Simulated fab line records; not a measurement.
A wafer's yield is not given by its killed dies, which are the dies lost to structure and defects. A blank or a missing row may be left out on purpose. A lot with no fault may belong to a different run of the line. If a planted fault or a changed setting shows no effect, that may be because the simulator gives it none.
The same fault as seen by 2 desks | flow berkeley-cmos170 | every desk sees just its own numbers, and what lay behind them comes last

## THE METROLOGY DESK
Lot by lot, what the gauges showed, no matter which tool ran the lot: averages of those sampled wafers that carry a number. Marked OUT: a lot whose mean sits more than 4 standard deviations from the usual mean, which makes it out of limits; the brackets give that distance.
Columns: A = NSD_RS at UCB170_SDANNEAL_RS_MEAS_03, usual 37.20 ohm/sq; B = cd-nm at UCB170_V1_CD_MEAS_90, usual 699.9 nm; C = V2_BOW at UCB170_V2_BOW_MEAS_03, usual 37 um
lot  | first seen here | A     | B     | C
L336 | day 7 12:42     | 37.22 | 701.3 | 42
L334 | day 7 12:52     | 37.02 | 698.7 | 37
L335 | day 7 13:16     | 37.24 | 700.7 | 34
L337 | day 8 00:22     | 37.03 | 700.9 | 24
L340 | day 9 05:24     | 37.08 | 697.6 | 35
L347 | day 10 12:56    | 37.25 | 697.5 | 37
L346 | day 10 13:33    | 37.29 | 700.4 | 41
L348 | day 11 06:19    | 37.11 | 700.2 | 40
L350 | day 11 15:53    | 37.42 | 700.6 | 39
L351 | day 11 17:07    | 37.30 | 701.6 | 44
L354 | day 12 03:27    | 37.19 | 698.5 | 42
L355 | day 12 23:44    | 37.10 | 698.1 | 36
L356 | day 12 23:49    | 37.22 | 700.1 | 32
L357 | day 13 00:13    | 37.03 | 696.8 | 45
This desk's verdict: no lot among the 14 shows anything out of limits.

## TOOL OWNER'S DESK, plasma-asher-01
The tool's own readings at UCB170_M3_STRIP_19 (strips in O2): means of the sampled wafers that have a number, for each lot that ran on this tool. Marked OUT: a lot whose mean sits more than 4 standard deviations from the usual mean, which makes it out of limits; the brackets give that distance.
Columns: A = drypump-motor-current-A at UCB170_M3_STRIP_19, usual 5.6 A; B = oes-product-au at UCB170_M3_STRIP_19, usual 0.542 a.u.
lot  | first seen here | A   | B
L335 | day 8 15:33     | 5.2 | 0.553
L347 | day 11 14:22    | 5.4 | 0.559
L346 | day 11 15:01    | 5.2 | 0.551
This desk's verdict: no lot among the 3 shows anything out of limits.

## BROUGHT TOGETHER
From the metrology desk's view, nothing was out of limits.
Nothing out of limits was seen by the tool owner's desk.

## WHAT HAD BEEN PUT IN BY THE SIMULATOR
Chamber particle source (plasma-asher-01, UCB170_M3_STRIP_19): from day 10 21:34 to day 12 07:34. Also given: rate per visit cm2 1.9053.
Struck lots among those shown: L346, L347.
